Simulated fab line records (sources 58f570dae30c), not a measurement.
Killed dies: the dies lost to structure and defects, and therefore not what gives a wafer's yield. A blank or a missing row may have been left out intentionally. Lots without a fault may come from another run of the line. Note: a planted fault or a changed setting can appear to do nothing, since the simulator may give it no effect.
Which of the tools did it?	flow berkeley-cmos170	14 lots with 42 wafers sampled at 2 steps, on a route of 331 steps

WHAT THE GAUGES SHOWED, per wafer
UCB170_SILICIDE_THK_MEAS_03: measures by xrf. Usual: SILICIDE_TI_THK 30.3 nm, standard deviation 0.37.
lot	measured	on	SILICIDE_TI_THK (nm)	flag
L716	day 8 05:27	film-metro-04	29.5 29.7 29.5	
L719	day 8 17:38	film-metro-01	30.4 30.4 30.1	
L721	day 8 18:01	film-metro-04	29.7 29.7 29.7	
L718	day 8 18:10	film-metro-03	30.9 30.6 30.2	
L724	day 9 11:40	film-metro-04	29.5 30.1 30.1	
L722	day 9 11:50	film-metro-01	30.6 30.7 30.4	
L723	day 9 12:08	film-metro-01	30.6 30.3 30.3	
L726	day 10 08:27	film-metro-04	29.7 30.1 30.2	
L725	day 10 08:38	film-metro-01	30.3 29.9 30.6	
L728	day 10 08:54	film-metro-04	30.6 30.4 30.2	
L736	day 11 17:33	film-metro-04	30.2 30.0 29.9	
L735	day 11 18:03	film-metro-04	30.6 30.4 30.8	
L737	day 12 07:41	film-metro-04	30.2 30.8 30.6	
L738	day 12 07:59	film-metro-04	30.2 30.1 30.0	

UCB170_M1_OVL_MEAS_10. Usual: M1_OVL 1 nm, standard deviation 4.
lot	measured	on	M1_OVL (nm)	flag
L716	day 8 14:42	overlay-02	3 -8 4	
L719	day 9 01:20	overlay-02	0 7 3	
L721	day 9 02:37	overlay-01	4 -1 -2	
L718	day 9 04:37	overlay-01	4 -2 8	
L724	day 9 22:02	overlay-02	-2 -6 7	
L722	day 9 22:19	overlay-01	-4 -5 -6	
L723	day 9 21:46	overlay-02	-3 -2 -4	
L726	day 10 16:20	overlay-01	2 -1 3	
L725	day 10 17:05	overlay-01	-2 -2 -2	
L728	day 10 17:32	overlay-02	6 5 5	
L736	day 12 03:13	overlay-01	0 -7 4	
L735	day 12 03:57	overlay-01	-6 -6 3	
L737	day 12 15:58	overlay-02	1 3 0	
L738	day 12 16:33	overlay-01	6 2 3	

WHAT TOOL EACH LOT RAN ON (gives the tool, then ch and the chambers of the sampled wafers, and finally the start)
The record holds no process step before these readings.

WHAT THE TOOLS THEMSELVES READ (means of the sampled wafers that have a number; where no wafer has one, the mark that the record gives instead)
The record holds no such reading with a usual standard deviation.

THE ANSWER, worked out from the rows above alone
Rule: a lot is off if the mean of its wafers that have a number lies more than 3 standard deviations from the usual mean. Also off: a lot with no number at a reading for which 4 or more lots have one. Where the step has rows for the other lots, those lots are counted as sound. First the gauges in route order, then the tools' own readings, where a lot's mean is used as printed above. At the first step where some lot is off, the reading lying furthest off is the one used; lots without a number count as furthest.
No lot is off on any of the readings shown, so nothing can be concluded from this.

WHAT THE SIMULATOR PUT IN
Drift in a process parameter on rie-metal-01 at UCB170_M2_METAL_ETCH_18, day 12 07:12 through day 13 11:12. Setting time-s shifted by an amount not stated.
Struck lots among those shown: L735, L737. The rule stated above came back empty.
